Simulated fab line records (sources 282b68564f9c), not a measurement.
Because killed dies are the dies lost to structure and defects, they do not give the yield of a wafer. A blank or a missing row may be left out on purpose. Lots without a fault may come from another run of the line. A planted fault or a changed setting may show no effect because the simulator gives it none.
fab line records	flow ritCmos
[record] lots = 13	wafers = 39	lastDay = 7
route steps=202 shown ACTIVE@9 NWELL@37 PWELL@52 PRETRO@70 M1@202
lots that met no fault: from a run of the same line without faults
startH: the number of hours between the record's first day and the start of the first shown wafer of the lot	waitH: how many hours have passed since the lot's step before this one	" repeats the value in the row above	L1.1+2: a row that stands for several wafers	- no value, or no start given	* or withheld: withheld	< > ~ a bound
route shown NAME@n: a module of which the file shows steps, and the number in the route of the first	usual: the fault-free wafers' mean and standard deviation	same: alike in all rows	chamber/n: place in a boat	sites: per-site readings	_std_site: how widely they spread, as a standard deviation	_edge_site: inner sites' mean taken away from outer sites' mean	radiusMm: how far each site lies from the wafer's centre	mask NAME#n: copy n	behind: tool/chamber where the wafer was last shaped	hold: why the lot went on hold/how many hours it stayed there/how the hold came to an end	device: transistor that didn't switch, given as n, p or np	end of line: the route-end tests of the same wafers	a step without rows: its recipe alone	killed: dies that structure and defects cost at the first sort, which is not the same as the wafer's yield	map: a wafer's dies, x killed, . not, _ none there
set.NAME: the setting that was run; set.NAME@STEP: the one run at that earlier step	model.NAME: the simulator's own value behind a step, which no gauge read
one table for each step of the route and one row for each wafer, over a sample of lots
services: when a tool's chamber went out of use (startH, in hours from the record's first day, below 0 if earlier), for how many hours, and the reason
[[steps]]
[step RIT_ACTIVE_EXPOSE_08]
[recipe] maskId = M1	na = 0.6	sourceShape = conventional	sigmaOuter = 0.6	targetCdNm = 1400	doseMj = 225
[usual] exposureDoseMJCm2 = 224.95/0.21
lot.wafer	tool	chamber	startH	waitH	mask	exposureDoseMJCm2
L873.1	ilineStepper-01	0	15.58	0.2	M1#0	224.94
L873.3	"	0	"	"	M1#0	224.66
L873.6	"	0	"	"	M1#0	224.99
L874.2	ilineStepper-02	0	19.18	0.2	M1#0	225.33
L874.5	"	0	"	"	M1#0	224.93
L874.6	"	0	"	"	M1#0	224.96
L875.1	ilineStepper-02	0	24.86	0.1	M1#0	225.20
L875.4	"	0	"	"	M1#0	225.26
L875.5	"	0	"	"	M1#0	224.91
L876.1	ilineStepper-01	0	29.56	0.2	M1#0	224.84
L876.3	"	0	"	"	M1#0	225.11
L876.6	"	0	"	"	M1#0	224.81
L877.1	ilineStepper-02	0	35.97	0.2	M1#0	225.06
L877.4	"	0	"	"	M1#0	224.89
L877.6	"	0	"	"	M1#0	225.21
L878.1	ilineStepper-02	0	39.34	0.1	M1#0	224.90
L878.4	"	0	"	"	M1#0	224.72
L878.5	"	0	"	"	M1#0	224.48
L881.3	ilineStepper-01	0	54.28	0.1	M1#0	224.75
L881.4	"	0	"	"	M1#0	224.71
L881.6	"	0	"	"	M1#0	224.84
L882.1	ilineStepper-02	0	60.22	0.2	M1#0	224.73
L882.3	"	0	"	"	M1#0	224.87
L882.4	"	0	"	"	M1#0	225.15
L883.1	ilineStepper-02	0	65.34	0.1	M1#0	225.21
L883.2	"	0	"	"	M1#0	225.34
L883.3	"	0	"	"	M1#0	224.88
L885.1	ilineStepper-02	0	74.58	0.2	M1#0	224.90
L885.4	"	0	"	"	M1#0	224.78
L885.5	"	0	"	"	M1#0	224.59
L889.2	ilineStepper-02	0	95.04	0.2	M1#0	223.59
L889.3	"	0	"	"	M1#0	223.52
L889.5	"	0	"	"	M1#0	223.21
L891.1	ilineStepper-01	0	104.04	0.1	M1#0	224.94
L891.2	"	0	"	"	M1#0	224.84
L891.3	"	0	"	"	M1#0	224.92
L896.1	ilineStepper-01	0	130.65	0.2	M1#0	225.17
L896.4	"	0	"	"	M1#0	224.75
L896.5	"	0	"	"	M1#0	225.05
[step RIT_ACTIVE_CD_MEAS_11]
[recipe] targetCdNm = 1400
[usual] cdNm = 1400.7/2.6
lot.wafer	tool	chamber	startH	waitH	cdNm
L873.1	cdSem-02	-	15.98	-	1398.7
L873.3	"	-	"	"	1400.6
L873.6	"	-	"	"	1400.2
L874.2	cdSem-01	-	19.58	-	1399.5
L874.5	"	-	"	"	1400.6
L874.6	"	-	"	"	1402.0
L875.1	cdSem-01	-	25.26	-	1399.2
L875.4	"	-	"	"	1401.6
L875.5	"	-	"	"	1398.7
L876.1	cdSem-01	-	29.96	-	1404.4
L876.3	"	-	"	"	1406.1
L876.6	"	-	"	"	1405.3
L877.1	cdSem-01	-	36.37	-	1400.9
L877.4	"	-	"	"	1399.0
L877.6	"	-	"	"	1398.0
L878.1	cdSem-01	-	39.74	-	1401.1
L878.4	"	-	"	"	1401.6
L878.5	"	-	"	"	1400.7
L881.3	cdSem-01	-	54.94	-	1399.5
L881.4	"	-	"	"	1399.8
L881.6	"	-	"	"	1398.0
L882.1	cdSem-02	-	60.62	-	1397.9
L882.3	"	-	"	"	1394.2
L882.4	"	-	"	"	1396.8
L883.1	cdSem-01	-	65.74	-	1403.4
L883.2	"	-	"	"	1403.3
L883.3	"	-	"	"	1401.1
L885.1	cdSem-01	-	74.98	-	1400.1
L885.4	"	-	"	"	1401.8
L885.5	"	-	"	"	1400.5
L889.2	cdSem-01	-	95.44	-	1379.4
L889.3	"	-	"	"	1394.8
L889.5	"	-	"	"	1378.8
L891.1	cdSem-01	-	104.44	-	1400.9
L891.2	"	-	"	"	1402.9
L891.3	"	-	"	"	1400.7
L896.1	cdSem-01	-	131.05	-	1404.1
L896.4	"	-	"	"	1402.2
L896.5	"	-	"	"	1401.8
[step RIT_NWELL_STRIP_09]
[recipe] chemistry = O2	timeS = 180	resist = NOVOLAK	platenTempC = withheld	powerW = 500	pressureMtorr = 4000	o2FlowSccm = 4000
[usual] drypumpMotorCurrentA = 5.7/0.36
lot.wafer	tool	chamber	startH	waitH	drypumpMotorCurrentA	rfHoursCounterH
L873.1	plasmaAsher-03	1	24.08	0.1	5.2	37
L873.3	"	1	"	"	5.2	-
L873.6	"	0	"	"	5.5	-
L874.2	plasmaAsher-01	0	27.78	0.1	6.3	38
L874.5	"	0	"	"	6.2	-
L874.6	"	1	"	"	5.5	-
L875.1	plasmaAsher-03	0	32.63	0.1	5.6	37
L875.4	"	1	"	"	5.2	-
L875.5	"	0	"	"	5.5	-
L876.1	plasmaAsher-01	1	37.69	0.1	5.5	39
L876.3	"	0	"	"	6.2	-
L876.6	"	1	"	"	5.5	-
L877.1	plasmaAsher-02	0	42.72	0.1	5.4	40
L877.4	"	1	"	"	5.8	-
L877.6	"	1	"	"	5.8	-
L878.1	plasmaAsher-01	1	46.60	0.1	5.5	40
L878.4	"	1	"	"	5.5	-
L878.5	"	0	"	"	6.3	-
L881.3	plasmaAsher-02	0	63.48	0.1	5.5	-
L881.4	"	1	"	"	5.8	-
L881.6	"	1	"	"	5.8	-
L882.1	plasmaAsher-03	1	68.62	0.1	5.2	41
L882.3	"	1	"	"	5.2	-
L882.4	"	0	"	"	5.5	-
L883.1	plasmaAsher-02	1	72.79	0.1	5.8	43
L883.2	"	0	"	"	5.5	43
L883.3	"	1	"	"	5.8	-
L885.1	plasmaAsher-02	0	83.86	0.1	5.5	45
L885.4	"	1	"	"	5.8	-
L885.5	"	1	"	"	5.8	-
L889.2	plasmaAsher-01	0	102.86	0.1	6.3	47
L889.3	"	1	"	"	5.5	-
L889.5	"	0	"	"	6.2	-
L891.1	plasmaAsher-01	1	113.17	0.1	5.5	48
L891.2	"	0	"	"	6.2	48
L891.3	"	0	"	"	6.3	-
L896.1	plasmaAsher-01	0	137.59	0.1	6.3	50
L896.4	"	1	"	"	5.5	-
L896.5	"	0	"	"	6.2	-
[step RIT_WELLDRIVE_RS_MEAS_02]
[recipe] thkMeasGauge = four-point-probe
[usual] PWELL_RS = 429.5/1.4
lot.wafer	tool	chamber	startH	waitH	PWELL_RS[ohm/sq]
L873.1	filmMetro-02	-	31.20	0.1	432.7
L873.3	"	-	"	"	432.0
L873.6	"	-	"	"	431.5
L874.2	filmMetro-02	-	35.33	0.1	428.5
L874.5	"	-	"	"	428.1
L874.6	"	-	"	"	427.7
L875.1	filmMetro-03	-	40.39	0.1	430.5
L875.4	"	-	"	"	429.5
L875.5	"	-	"	"	430.4
L876.1	filmMetro-03	-	45.67	0.1	429.3
L876.3	"	-	"	"	429.3
L876.6	"	-	"	"	429.2
L877.1	filmMetro-03	-	50.21	0.1	430.5
L877.4	"	-	"	"	430.4
L877.6	"	-	"	"	430.5
L878.1	filmMetro-02	-	59.12	0.1	429.9
L878.4	"	-	"	"	430.8
L878.5	"	-	"	"	429.8
L881.3	filmMetro-02	-	71.67	0.1	426.6
L881.4	"	-	"	"	428.2
L881.6	"	-	"	"	426.6
L882.1	filmMetro-01	-	76.71	0.1	427.2
L882.3	"	-	"	"	426.6
L882.4	"	-	"	"	426.4
L883.1	filmMetro-01	-	80.63	0.1	430.0
L883.2	"	-	"	"	431.5
L883.3	"	-	"	"	429.8
L885.1	filmMetro-03	-	91.09	0.1	429.0
L885.4	"	-	"	"	429.6
L885.5	"	-	"	"	429.4
L889.2	filmMetro-01	-	110.23	0.1	429.8
L889.3	"	-	"	"	428.1
L889.5	"	-	"	"	428.0
L891.1	filmMetro-01	-	121.12	0.1	431.3
L891.2	"	-	"	"	431.5
L891.3	"	-	"	"	431.7
L896.1	filmMetro-03	-	144.58	0.1	432.7
L896.4	"	-	"	"	432.0
L896.5	"	-	"	"	431.4
[step RIT_PRETRO_OVL_MEAS_06]
[usual] PRETRO_OVL = 0.9/1.4
lot.wafer	tool	chamber	startH	waitH	PRETRO_OVL[nm]
L873.1	overlay-02	-	34.00	-	1.0
L873.3	"	-	"	"	-0.7
L873.6	"	-	"	"	-0.2
L874.2	overlay-02	-	38.12	-	2.0
L874.5	"	-	"	"	0.0
L874.6	"	-	"	"	2.0
L875.1	overlay-02	-	43.17	-	2.3
L875.4	"	-	"	"	0.8
L875.5	"	-	"	"	0.4
L876.1	overlay-01	-	53.31	-	2.1
L876.3	"	-	"	"	4.6
L876.6	"	-	"	"	3.3
L877.1	overlay-01	-	55.36	-	1.8
L877.4	"	-	"	"	1.9
L877.6	"	-	"	"	1.7
L878.1	overlay-01	-	61.98	-	-1.3
L878.4	"	-	"	"	0.3
L878.5	"	-	"	"	-0.8
L881.3	overlay-02	-	74.36	-	-1.4
L881.4	"	-	"	"	-1.7
L881.6	"	-	"	"	0.1
L882.1	overlay-02	-	79.28	-	2.4
L882.3	"	-	"	"	3.0
L882.4	"	-	"	"	2.4
L883.1	overlay-02	-	83.31	-	3.1
L883.2	"	-	"	"	3.6
L883.3	"	-	"	"	0.9
L885.1	overlay-01	-	94.07	-	-0.6
L885.4	"	-	"	"	1.0
L885.5	"	-	"	"	-0.2
L889.2	overlay-01	-	112.89	-	2.0
L889.3	"	-	"	"	2.2
L889.5	"	-	"	"	0.7
L891.1	overlay-02	-	123.80	-	1.8
L891.2	"	-	"	"	1.7
L891.3	"	-	"	"	1.4
L896.1	overlay-02	-	147.86	-	0.0
L896.4	"	-	"	"	-0.9
L896.5	"	-	"	"	-1.3
[step RIT_M1_PROBE_99]
[usual] killedAtContacts = 0.0/0.22	killedAtFrontEnd = 7/3	killedDies = 7/3.1	killedOpen = 3.4/2.1	killedShort = 3.4/2
[same] grossDies = 264	killed_at_M0_to_M3 = 0	killed_at_M4_up = 0	killedAtBackSide = 0	killedAtOther = 0
lot.wafer	tool	chamber	startH	waitH	killedAtContacts	killedAtFrontEnd	killedDies	killedOpen	killedShort
L873.1	prober-01	-	63.92	0.1	1	8	9	3	6
L873.3	prober-01	-	64.02	0.2	0	5	5	2	3
L873.6	prober-01	-	64.17	0.2	0	7	7	6	1
L874.2	prober-02	-	69.30	0.1	1	4	5	3	2
L874.5	prober-02	-	69.45	0.2	0	6	6	3	3
L874.6	prober-02	-	69.50	0.2	0	5	5	4	1
L875.1	prober-01	-	73.53	0.1	0	5	5	4	1
L875.4	prober-01	-	73.68	0.2	0	7	7	4	3
L875.5	prober-01	-	73.73	0.2	0	7	7	3	4
L876.1	prober-02	-	81.62	0.1	0	4	4	2	2
L876.3	prober-02	-	81.72	0.2	0	10	10	3	6
L876.6	prober-02	-	81.87	0.2	0	3	3	0	3
L877.1	prober-01	-	84.44	0.1	0	12	12	4	8
L877.4	prober-01	-	84.59	0.2	0	5	5	1	4
L877.6	prober-01	-	84.69	0.2	0	4	4	2	2
L878.1	prober-02	-	90.06	0.1	0	10	10	5	5
L878.4	prober-02	-	90.21	0.2	0	6	6	4	2
L878.5	prober-02	-	90.26	0.2	0	5	5	2	3
L881.3	prober-01	-	103.19	0.2	0	3	3	2	1
L881.4	prober-01	-	103.24	0.2	0	5	5	4	1
L881.6	prober-01	-	103.34	0.2	0	7	7	4	3
L882.1	prober-02	-	108.09	0.1	0	6	6	3	3
L882.3	prober-02	-	108.19	0.2	0	6	6	2	4
L882.4	prober-02	-	108.24	0.2	0	13	13	5	8
L883.1	prober-01	-	109.64	0.1	0	9	9	6	3
L883.2	prober-01	-	109.69	0.1	0	8	8	3	5
L883.3	prober-01	-	109.74	0.2	0	8	8	6	2
L885.1	prober-01	-	121.36	0.1	0	8	8	3	5
L885.4	prober-01	-	121.51	0.2	0	1	1	0	1
L885.5	prober-01	-	121.56	0.2	0	2	2	1	1
L889.2	prober-01	-	142.07	0.1	0	4	4	3	1
L889.3	prober-01	-	142.12	0.2	0	9	9	3	6
L889.5	prober-01	-	142.22	0.2	0	3	3	1	2
L891.1	prober-01	-	153.00	0.1	0	6	6	2	4
L891.2	prober-01	-	153.05	0.1	0	3	3	3	0
L891.3	prober-01	-	153.10	0.2	0	5	5	1	4
L896.1	prober-02	-	177.42	0.1	0	8	8	3	5
L896.4	prober-02	-	177.57	0.2	0	11	11	5	6
L896.5	prober-02	-	177.62	0.2	0	2	2	0	2
// killed by level:class
L873.1 GATE:geometricParticle:short=2 SILICIDE:geometricParticle:short=2 FOX1:geometricParticle:short=1 GATE:geometricParticle:open=1 REOX:geometricParticle:short=1 REOX:geometricParticle:open=1 CONTACT:geometricParticle:open=1
L873.3 GATE:geometricParticle:open=1 GATE:geometricParticle:short=1 SPACER:geometricParticle:short=1 SILICIDE:geometricParticle:short=1 SILICIDE:geometricParticle:open=1
L873.6 FOX1:geometricParticle:open=2 SPACER:geometricParticle:open=2 FOX1:geometricParticle:short=1 GATE:geometricParticle:open=1 SILICIDE:geometricParticle:open=1
L874.2 FOX1:geometricParticle:short=1 GATE:geometricParticle:open=1 GATE:geometricParticle:short=1 REOX:geometricParticle:open=1 CONTACT:geometricParticle:open=1
L874.5 FOX1:geometricParticle:short=2 GATE:geometricParticle:open=2 SPACER:geometricParticle:open=1 SILICIDE:geometricParticle:short=1
L874.6 GATE:geometricParticle:open=2 SILICIDE:geometricParticle:open=2 REOX:geometricParticle:short=1
L875.1 GATE:geometricParticle:open=2 FOX1:geometricParticle:open=1 FOX2:geometricParticle:open=1 SPACER:geometricParticle:short=1
L875.4 FOX2:geometricParticle:short=3 GATE:geometricParticle:open=2 REOX:geometricParticle:open=2
L875.5 SILICIDE:geometricParticle:short=2 FOX1:geometricParticle:open=1 FOX2:geometricParticle:short=1 GATE:geometricParticle:open=1 GATE:geometricParticle:short=1 SPACER:geometricParticle:open=1
L876.1 GATE:geometricParticle:open=1 GATE:geometricParticle:short=1 REOX:geometricParticle:open=1 SPACER:geometricParticle:short=1
L876.3 FOX2:geometricParticle:short=3 FOX1:geometricParticle:short=1 GATE:geometricParticle:short=1 GATE:geometricParticle:open=1 REOX:geometricParticle:open=1 SPACER:geometricParticle:short=1 SPACER:geometricParticle:open=1 NWELL:coatMicrobubblePrinted=1
L876.6 GATE:geometricParticle:short=1 REOX:geometricParticle:short=1 SPACER:geometricParticle:short=1
L877.1 GATE:geometricParticle:short=5 FOX1:geometricParticle:open=3 SPACER:geometricParticle:short=2 FOX1:geometricParticle:short=1 SILICIDE:geometricParticle:open=1
L877.4 SILICIDE:geometricParticle:short=2 GATE:geometricParticle:open=1 GATE:geometricParticle:short=1 SPACER:geometricParticle:short=1
L877.6 GATE:geometricParticle:short=1 GATE:geometricParticle:open=1 SILICIDE:geometricParticle:open=1 SILICIDE:geometricParticle:short=1
L878.1 SILICIDE:geometricParticle:open=3 GATE:geometricParticle:short=2 REOX:geometricParticle:short=2 FOX2:geometricParticle:open=1 REOX:geometricParticle:open=1 SILICIDE:geometricParticle:short=1
L878.4 REOX:geometricParticle:open=2 GATE:geometricParticle:open=1 GATE:geometricParticle:short=1 REOX:geometricParticle:short=1 SILICIDE:geometricParticle:open=1
L878.5 FOX1:geometricParticle:open=1 REOX:geometricParticle:short=1 SPACER:geometricParticle:open=1 SPACER:geometricParticle:short=1 SILICIDE:geometricParticle:short=1
L881.3 FOX1:geometricParticle:open=1 GATE:geometricParticle:short=1 SILICIDE:geometricParticle:open=1
L881.4 FOX2:geometricParticle:open=1 GATE:geometricParticle:short=1 GATE:geometricParticle:open=1 REOX:geometricParticle:open=1 SPACER:geometricParticle:open=1
L881.6 GATE:geometricParticle:short=3 GATE:geometricParticle:open=2 FOX1:geometricParticle:open=1 SILICIDE:geometricParticle:open=1
L882.1 GATE:geometricParticle:open=3 FOX1:geometricParticle:short=1 GATE:geometricParticle:short=1 SILICIDE:geometricParticle:short=1
L882.3 GATE:geometricParticle:short=3 FOX1:geometricParticle:open=1 GATE:geometricParticle:open=1 SILICIDE:geometricParticle:short=1
L882.4 GATE:geometricParticle:short=5 FOX1:geometricParticle:open=2 GATE:geometricParticle:open=2 FOX2:geometricParticle:short=1 REOX:geometricParticle:short=1 SILICIDE:geometricParticle:open=1 SILICIDE:geometricParticle:short=1
L883.1 GATE:geometricParticle:open=2 SPACER:geometricParticle:short=2 SILICIDE:geometricParticle:open=2 GATE:geometricParticle:short=1 REOX:geometricParticle:open=1 SPACER:geometricParticle:open=1
L883.2 GATE:geometricParticle:short=3 FOX1:geometricParticle:open=1 REOX:geometricParticle:open=1 SPACER:geometricParticle:short=1 SILICIDE:geometricParticle:open=1 SILICIDE:geometricParticle:short=1
L883.3 GATE:geometricParticle:open=4 FOX1:geometricParticle:open=1 FOX2:geometricParticle:open=1 GATE:geometricParticle:short=1 SILICIDE:geometricParticle:short=1
L885.1 REOX:geometricParticle:open=2 SILICIDE:geometricParticle:short=2 FOX1:geometricParticle:short=1 FOX1:geometricParticle:open=1 GATE:geometricParticle:short=1 REOX:geometricParticle:short=1
L885.4 GATE:geometricParticle:short=1
L885.5 REOX:geometricParticle:short=1 SILICIDE:geometricParticle:open=1
L889.2 FOX1:geometricParticle:open=1 FOX1:geometricParticle:short=1 GATE:geometricParticle:open=1 SILICIDE:geometricParticle:open=1
L889.3 FOX2:geometricParticle:short=2 FOX1:geometricParticle:open=1 FOX1:geometricParticle:short=1 GATE:geometricParticle:short=1 REOX:geometricParticle:open=1 SPACER:geometricParticle:open=1 SPACER:geometricParticle:short=1 SILICIDE:geometricParticle:short=1
L889.5 FOX1:geometricParticle:short=1 GATE:geometricParticle:open=1 SPACER:geometricParticle:short=1
L891.1 SILICIDE:geometricParticle:short=2 FOX1:geometricParticle:short=1 FOX2:geometricParticle:open=1 FOX2:geometricParticle:short=1 GATE:geometricParticle:open=1
L891.2 FOX2:geometricParticle:open=1 GATE:geometricParticle:open=1 SILICIDE:geometricParticle:open=1
L891.3 SILICIDE:geometricParticle:short=2 FOX1:geometricParticle:short=1 SPACER:geometricParticle:short=1 SILICIDE:geometricParticle:open=1
L896.1 GATE:geometricParticle:short=3 FOX1:geometricParticle:open=1 FOX1:geometricParticle:short=1 FOX2:geometricParticle:short=1 GATE:geometricParticle:open=1 SILICIDE:geometricParticle:open=1
L896.4 GATE:geometricParticle:open=3 REOX:geometricParticle:short=2 SILICIDE:geometricParticle:short=2 FOX1:geometricParticle:short=1 REOX:geometricParticle:open=1 SPACER:geometricParticle:short=1 SPACER:geometricParticle:open=1
L896.5 SILICIDE:geometricParticle:short=2
[[services]]
tool	chamber	startH	hours	kind
ilineStepper-02	-	52.71	1.7	pm
ilineStepper-02	0	55.42	-	calibration
ilineStepper-01	-	96.02	1.7	pm
ilineStepper-01	0	105.76	-	calibration
plasmaAsher-03	-	108.75	9.0	pm
plasmaAsher-03	0	108.75	9.0	ventCycle
plasmaAsher-03	1	108.75	9.0	ventCycle
plasmaAsher-03	0	117.75	-	clean
plasmaAsher-03	1	117.75	-	clean
plasmaAsher-02	-	128.20	0.5	repair
[[key]]
[firstSign] step = RIT_ACTIVE_EXPOSE_08	reading = exposureDoseMJCm2	direction = down	sigmas = 7.1	usual = 224.95	struck = 223.44
[effect] step = RIT_ACTIVE_CD_MEAS_11	reading = cdNm	direction = down	sigmas = 6.4	usual = 1400.7	struck = 1384.4	wafersMoved = 2	through = controlLoop
metAt RIT_ACTIVE_EXPOSE_08
struckLots L889
testerLeftOut L889
[loopTrim] step = RIT_ACTIVE_EXPOSE_08	setting = dose	lots = L889
notActingAt RIT_NWELL_STRIP_09,RIT_WELLDRIVE_RS_MEAS_02,RIT_PRETRO_OVL_MEAS_06
onsetBetween 74.58 95.04
[fault] kind = processParameterDrift	tool = ilineStepper-02	chamber = -	onsetH = 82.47	steps = RIT_ACTIVE_EXPOSE_08	channel = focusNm	offset = 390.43	spreadByWafer = 0.3	shape = step	endH = 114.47
// testerLeftOut: of these lots the tester's yield and bins aren't shown, on N5 and GAA mostly nor the transistor test; their killed dies are dies lost to structure and defects alone, not to doping, threshold or leakage, so they don't give the yield
// loopTrim: a control loop set the setting to another value than it would have without faults
